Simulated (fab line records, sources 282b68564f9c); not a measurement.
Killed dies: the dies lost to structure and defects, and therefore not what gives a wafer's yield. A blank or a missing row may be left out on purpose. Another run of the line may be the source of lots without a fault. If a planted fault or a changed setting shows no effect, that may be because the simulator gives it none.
Which tool is to blame? || flow rit_cmos || 18 wafers from 6 lots sampled at 2 of the route's 202 steps

== WHAT THE GAUGES READ, wafer by wafer ==
RIT_FOX1_THK_MEAS_01.
{"lot": "L203", "measured": "day 1 21:56", "on": "film_metro-01", "FOX1_OXIDE_THK (nm)": "351 349 356"}
{"lot": "L205", "measured": "day 2 08:30", "on": "film_metro-04", "FOX1_OXIDE_THK (nm)": "340 335 344"}
{"lot": "L212", "measured": "day 3 23:23", "on": "film_metro-01", "FOX1_OXIDE_THK (nm)": "302 306 308"}
{"lot": "L215", "measured": "day 4 15:23", "on": "film_metro-04", "FOX1_OXIDE_THK (nm)": "356 359 353"}
{"lot": "L217", "measured": "day 4 23:51", "on": "film_metro-02", "FOX1_OXIDE_THK (nm)": "352 354 347"}
{"lot": "L223", "measured": "day 6 04:31", "on": "film_metro-01", "FOX1_OXIDE_THK (nm)": "349 352 353"}

== EACH LOT AND THE TOOL THAT RAN IT (in order: tool; ch and the chambers of the sampled wafers; start) ==
{"lot": "L203", "RIT_FOX1_OXIDATION_00": "furnace-04 ch 0, day 1 20:38"}
{"lot": "L205", "RIT_FOX1_OXIDATION_00": "furnace-04 ch 0, day 2 07:11"}
{"lot": "L212", "RIT_FOX1_OXIDATION_00": "furnace-04 ch 0, day 3 22:04"}
{"lot": "L215", "RIT_FOX1_OXIDATION_00": "furnace-01 ch 0, day 4 14:04"}
{"lot": "L217", "RIT_FOX1_OXIDATION_00": "furnace-01 ch 0, day 4 22:31"}
{"lot": "L223", "RIT_FOX1_OXIDATION_00": "furnace-02 ch 0, day 6 03:11"}
- RIT_FOX1_OXIDATION_00: target thk 350.7 nm, ox time 1130 s.

== THE ANSWER, worked out from the rows above alone ==
Rule: what is usual is taken from the lots themselves. The widest of any qualifying gaps counts: lots, ordered by their means at a reading, are off when they make up no more than a third of the lots, leave a main group of 4 or more, and stand apart from it by 3 or more times the standard deviation of that group's means. If all means in a main group match to the digits the tables above print for the reading, that group is not used. A lot without any number at a reading at which 4 lots or more have one is off too. Where the step has rows for the other lots, those lots are counted as sound.
Off: at RIT_FOX1_THK_MEAS_01 (FOX1_OXIDE_THK), L212. The main group has a mean of 350 nm with a standard deviation of 5.5.
A tool fits if, at a process step before that reading, it ran every lot that is off, and no sound lot after the first of them. The gauges at RIT_FOX1_THK_MEAS_01 are tried like those tools. One candidate fits, namely furnace-04 at RIT_FOX1_OXIDATION_00. Its last sound lot is L205 (day 2 07:11), its first lot that is off L212 (day 3 22:04): a fault that began between those two fits.

== WHAT THE SIMULATOR HAD PUT IN ==
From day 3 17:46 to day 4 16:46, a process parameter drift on furnace-04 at RIT_FOX1_OXIDATION_00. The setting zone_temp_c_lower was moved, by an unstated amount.
Struck lots among those shown: L212. The rule above reached the same finding.
